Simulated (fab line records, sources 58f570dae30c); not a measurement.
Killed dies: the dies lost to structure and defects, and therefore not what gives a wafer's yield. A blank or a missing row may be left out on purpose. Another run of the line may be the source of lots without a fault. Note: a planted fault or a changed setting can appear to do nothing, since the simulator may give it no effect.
Split-lot trial ; flow berkeley-cmos170 ; route with 331 steps; 5 lots, 23 wafers read

== SPLIT DETAILS ==
At UCB170_PLDD_IMPLANT_08, the setting dose-cm2 was moved away from the recipe's 5e+13 on 8 of the 23 wafers read, by -2.4% to +3.3%. All remaining wafers had this setting at the recipe value.

== FROM THE SPLIT TO THE READING: what the file shows between them, 6 steps ==
- UCB170_NLDD_PEB_04 (also split here: peb-temp-c)
- UCB170_NLDD_DEVELOP_05: develop time 45 s
- UCB170_NLDD_CD_MEAS_06: target cd 1200 nm
- UCB170_BACKSIDE_SOFTBAKE_02: time 60 s (also split here: temp-c)
- UCB170_BACKSIDE_STRIP_03: strips in O2
- UCB170_BACKSIDE_CLEAN_04: cleans in SPM, time 600 s

== THE READING ==
At UCB170_SDANNEAL_RS_MEAS_04, a four-point-probe measurement gives PLDD_RS in ohm/sq. Fault-free wafers of this fab line usually give 1031.8 ohm/sq, standard deviation 2.7 ohm/sq.

wafer;tool, chamber at the split;dose-cm2 as run;against the recipe;PLDD_RS, ohm/sq;against lot-mates on the recipe
L077.1;implanter-03, 0;5e+13;recipe;1029.2;-
L077.2;implanter-03, 0;5e+13;recipe;1030.5;-
L077.3;implanter-03, 0;5e+13;recipe;1031.2;-
L077.4;implanter-03, 0;5e+13;recipe;1031.7;-
L077.6;implanter-03, 0;5e+13;recipe;1031.5;-
L079.1;implanter-03, 0;5.163e+13;+3.3%;1024.0;-10.3
L079.2;implanter-03, 0;5.163e+13;+3.3%;1020.4;-13.9
L079.3;implanter-03, 0;5e+13;recipe;1034.5;-
L079.5;implanter-03, 0;5.163e+13;+3.3%;1020.1;-14.2
L079.6;implanter-03, 0;5e+13;recipe;1034.2;-
L082.2;implanter-02, 0;5e+13;recipe;1033.3;-
L082.3;implanter-02, 0;5e+13;recipe;1031.3;-
L082.5;implanter-02, 0;5e+13;recipe;1032.0;-
L084.1;implanter-02, 0;5e+13;recipe;1029.5;-
L084.3;implanter-02, 0;5e+13;recipe;1031.8;-
L084.4;implanter-02, 0;4.88e+13;-2.4%;1043.2;+12.5
L084.5;implanter-02, 0;5e+13;recipe;1030.9;-
L084.6;implanter-02, 0;4.88e+13;-2.4%;1042.4;+11.7
L085.2;implanter-03, 0;5.113e+13;+2.3%;1024.8;-8.0
L085.3;implanter-03, 0;5.113e+13;+2.3%;1023.3;-9.5
L085.4;implanter-03, 0;5e+13;recipe;1033.4;-
L085.5;implanter-03, 0;5e+13;recipe;1032.1;-
L085.6;implanter-03, 0;5.113e+13;+2.3%;1024.4;-8.3

THE FIT
A straight line over all 23 wafers: PLDD_RS changes by -3.59 ohm/sq for each +1% of dose-cm2; r = -0.96; the points scatter about the line by 1.7 ohm/sq.
The same after taking each lot's own level away (the mean of its wafers on the recipe; 23 wafers): -4.2 ohm/sq for each +1%; r = -0.98; scatter 1.2 ohm/sq.
Per that fit: largest dose-cm2 move, reading shift of 14 ohm/sq.
The span of the lots' own levels, 1030.73 to 1034.35 ohm/sq, comes to 1.3 times the standard deviation stated above.
Hence the slope depends on the lot-to-lot level, as the two fits are not the same.
Check: for one of the wafers moved furthest among these (+3.3%), held out of the fit, the line's prediction against its lot-mates is -14 ohm/sq. Against them it came out at -10.3 ohm/sq.

== ADDITIONAL SPLITS CARRIED BY THESE WAFERS ==
These wafers also went through other splits before the reading. Each is held against what the fit with the lots' levels taken away leaves over:
other split on the same wafers;wafers away from the commonest value;r with PLDD_RS (lot level and that fit taken away)
UCB170_NWELL_IMPLANT_14 dose-cm2;7;+0.19
UCB170_PWELL_IMPLANT_15 energy-kev;10;+0.06
UCB170_ACTIVE_COAT_08 resist-thk-nm;8;-0.10
UCB170_NLDD_PEB_04 peb-temp-c;6;+0.41
UCB170_BACKSIDE_SOFTBAKE_02 temp-c;10;+0.12

== FILE'S OWN FIT ==
PLDD_RS changes by -4.19 ohm/sq for each +1% of dose-cm2, r = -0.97.
